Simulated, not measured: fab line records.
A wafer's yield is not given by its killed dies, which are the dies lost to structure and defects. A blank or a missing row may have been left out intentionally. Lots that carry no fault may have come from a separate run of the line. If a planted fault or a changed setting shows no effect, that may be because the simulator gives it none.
The tool behind it: which one? ; flow berkeley_cmos170 ; 14 lots with 42 wafers sampled at 6 steps, on a route of 331 steps

## WHAT THE GAUGES SHOWED, per wafer
UCB170_M1_OVL_MEAS_10.
lot;measured;on;M1_OVL (nm)
L367;day 8 10:32;overlay-02;-3 -2 -5
L368;day 8 11:15;overlay-02;12 5 1
L370;day 8 20:02;overlay-01;-12 -12 -11
L373;day 10 05:42;overlay-02;-1 -1 4
L374;day 10 06:00;overlay-01;3 -3 -4
L376;day 10 06:16;overlay-02;4 1 6
L377;day 10 16:50;overlay-02;3 4 2
L379;day 11 10:22;overlay-01;-1 -5 -5
L380;day 11 12:23;overlay-01;-9 2 -2
L384;day 12 00:01;overlay-01;-4 -3 -6
L386;day 13 01:42;overlay-02;-8 -11 -11
L388;day 13 14:25;overlay-02;-4 -16 -8
L389;day 13 15:05;overlay-02;-3 -4 1
L390;day 13 21:56;overlay-01;-11 -1 -9

UCB170_M2_RS_MEAS_02: the measuring method here is four-point-probe.
lot;measured;on;M2_AL_RS (ohm/sq)
L367;day 8 14:58;film_metro-02;0.0326 0.0319 0.0316
L368;day 8 16:31;film_metro-04;0.0320 0.0330 0.0321
L370;day 9 01:26;film_metro-04;0.0323 0.0325 0.0321
L373;day 10 13:29;film_metro-02;0.0327 0.0327 0.0327
L374;day 10 13:44;film_metro-03;0.0545 0.0522 0.0535
L376;day 10 13:58;film_metro-02;0.0328 0.0328 0.0328
L377;day 10 22:27;film_metro-02;0.0529 0.0533 0.0531
L379;day 11 14:42;film_metro-03;0.0317 0.0325 0.0325
L380;day 11 17:25;film_metro-04;0.0329 0.0327 0.0328
L384;day 12 04:50;film_metro-03;0.0317 0.0330 0.0324
L386;day 13 09:30;film_metro-03;0.0315 0.0315 0.0320
L388;day 13 21:43;film_metro-04;0.0319 0.0328 0.0316
L389;day 13 22:14;film_metro-03;0.0330 0.0328 0.0333
L390;day 14 04:32;film_metro-04;0.0314 0.0319 0.0311

UCB170_M2_THK_MEAS_03: measures by xrf.
lot;measured;on;M2_AL_THK (nm)
L367;day 8 15:05;film_metro-02;882 895 912
L368;day 8 16:37;film_metro-04;883 867 894
L370;day 9 01:34;film_metro-04;874 868 878
L373;day 10 13:34;film_metro-02;886 880 880
L374;day 10 13:50;film_metro-03;522 547 530
L376;day 10 14:05;film_metro-02;877 880 878
L377;day 10 22:34;film_metro-02;547 546 544
L379;day 11 14:49;film_metro-03;890 869 870
L380;day 11 17:31;film_metro-04;876 867 874
L384;day 12 04:57;film_metro-03;891 857 869
L386;day 13 09:37;film_metro-03;897 894 881
L388;day 13 21:49;film_metro-04;892 865 898
L389;day 13 22:22;film_metro-03;854 857 849
L390;day 14 04:40;film_metro-04;906 892 912

## WHICH TOOL RAN EACH LOT (tool, then ch and the chambers of the sampled wafers, then the start)
lot;UCB170_SDANNEAL_RTA_00;UCB170_CONTACT_RTA_08;UCB170_M2_SPUTTER_01
L367;rtp_anneal-01 ch 0, day 8 02:05;rtp_anneal-01 ch 0, day 8 06:48;pvd_sputter-04, day 8 14:52
L368;rtp_anneal-01 ch 0, day 8 04:15;rtp_anneal-02 ch 0, day 8 08:16;pvd_sputter-02, day 8 16:23
L370;rtp_anneal-01 ch 0, day 8 11:33;rtp_anneal-01 ch 0, day 8 16:46;pvd_sputter-04, day 9 01:22
L373;rtp_anneal-02 ch 0, day 9 21:03;rtp_anneal-01 ch 0, day 10 02:29;pvd_sputter-01, day 10 13:20
L374;rtp_anneal-02 ch 0, day 9 21:23;rtp_anneal-02 ch 0, day 10 02:29;pvd_sputter-04, day 10 13:37
L376;rtp_anneal-02 ch 0, day 9 21:32;rtp_anneal-01 ch 0, day 10 02:32;pvd_sputter-01, day 10 13:53
L377;rtp_anneal-02 ch 0, day 10 09:26;rtp_anneal-02 ch 0, day 10 13:45;pvd_sputter-04, day 10 22:22
L379;rtp_anneal-01 ch 0, day 11 03:17;rtp_anneal-01 ch 0, day 11 07:04;pvd_sputter-02, day 11 14:35
L380;rtp_anneal-01 ch 0, day 11 03:27;rtp_anneal-01 ch 0, day 11 09:04;pvd_sputter-01, day 11 17:16
L384;rtp_anneal-02 ch 0, day 11 14:18;rtp_anneal-02 ch 0, day 11 19:33;pvd_sputter-02, day 12 04:44
L386;rtp_anneal-02 ch 0, day 12 18:34;rtp_anneal-02 ch 0, day 12 22:39;pvd_sputter-04, day 13 09:24
L388;rtp_anneal-02 ch 0, day 13 04:29;rtp_anneal-02 ch 0, day 13 08:53;pvd_sputter-02, day 13 21:35
L389;rtp_anneal-01 ch 0, day 13 04:48;rtp_anneal-01 ch 0, day 13 10:47;pvd_sputter-01, day 13 22:09
L390;rtp_anneal-02 ch 0, day 13 13:34;rtp_anneal-02 ch 0, day 13 18:16;pvd_sputter-04, day 14 04:27
- UCB170_SDANNEAL_RTA_00: time 10 s.
- UCB170_CONTACT_RTA_08: time 10 s.
- UCB170_M2_SPUTTER_01: material Al, target thk 900 nm, time 120 s.

## WHAT THE TOOLS THEMSELVES READ (means of the sampled wafers that have a number; where no wafer has one, the mark that the record gives instead)
UCB170_SDANNEAL_RTA_00.
lot;tool;lamp_power_pct (%);wafer_temp_C_max
L367;rtp_anneal-01;23.5;902.7
L368;rtp_anneal-01;23.5;902.2
L370;rtp_anneal-01;23.5;901.7
L373;rtp_anneal-02;28.8;905.4
L374;rtp_anneal-02;28.8;904.2
L376;rtp_anneal-02;28.8;905.2
L377;rtp_anneal-02;28.8;904.9
L379;rtp_anneal-01;23.5;901.8
L380;rtp_anneal-01;23.5;902.2
L384;rtp_anneal-02;28.8;904.5
L386;rtp_anneal-02;28.8;904.8
L388;rtp_anneal-02;28.8;904.3
L389;rtp_anneal-01;23.5;902.4
L390;rtp_anneal-02;28.8;905.6

UCB170_CONTACT_RTA_08.
lot;tool;lamp_power_pct (%);wafer_temp_C_max
L367;rtp_anneal-01;23.5;902.3
L368;rtp_anneal-02;28.8;904.6
L370;rtp_anneal-01;23.5;903.3
L373;rtp_anneal-01;23.5;902.3
L374;rtp_anneal-02;28.8;903.9
L376;rtp_anneal-01;23.5;901.9
L377;rtp_anneal-02;28.8;905.8
L379;rtp_anneal-01;23.5;903.3
L380;rtp_anneal-01;23.5;902.4
L384;rtp_anneal-02;28.9;904.3
L386;rtp_anneal-02;28.8;905.0
L388;rtp_anneal-02;28.8;905.7
L389;rtp_anneal-01;23.5;902.1
L390;rtp_anneal-02;28.8;904.4

UCB170_M2_SPUTTER_01.
lot;tool;throttle_valve_pct (%)
L367;pvd_sputter-04;28.9
L368;pvd_sputter-02;29.4
L370;pvd_sputter-04;29.8
L373;pvd_sputter-01;29.8
L374;pvd_sputter-04;29.4
L376;pvd_sputter-01;29.0
L377;pvd_sputter-04;30.4
L379;pvd_sputter-02;29.5
L380;pvd_sputter-01;30.4
L384;pvd_sputter-02;29.4
L386;pvd_sputter-04;29.7
L388;pvd_sputter-02;29.9
L389;pvd_sputter-01;30.6
L390;pvd_sputter-04;29.6

## THE ANSWER, worked out from the rows above alone
Rule: the usual values come from the lots themselves. Put in order of their means at a reading, lots are off if they are a third of the lots or fewer, leave a main group of 4 or more, and stand apart from it by a gap of 3 or more times the standard deviation of the main group's means; of several such gaps the widest counts. A main group whose means are all the same, to the digits that the tables above print for the reading, isn't used. Also off: a lot with no number at a reading for which 4 or more lots have one. The other lots that the step has rows for count as sound. The gauges are gone through in route order, then the tools' own readings, and for those a lot's mean is taken as printed above. At the first step where some lot is off, the reading lying furthest off is the one used; lots without a number count as furthest.
Off: L374, L377, seen at UCB170_M2_RS_MEAS_02 (M2_AL_RS). The main group: mean 0.0323 ohm/sq, standard deviation 0.00045.
If a tool, at a process step before that reading, ran all the lots that are off and no sound lot after the first of them, it fits. Those tools and the gauges at UCB170_M2_RS_MEAS_02 are tried in the same way. Not one of the candidates tried fits.

## WHAT THE SIMULATOR HAD INSERTED
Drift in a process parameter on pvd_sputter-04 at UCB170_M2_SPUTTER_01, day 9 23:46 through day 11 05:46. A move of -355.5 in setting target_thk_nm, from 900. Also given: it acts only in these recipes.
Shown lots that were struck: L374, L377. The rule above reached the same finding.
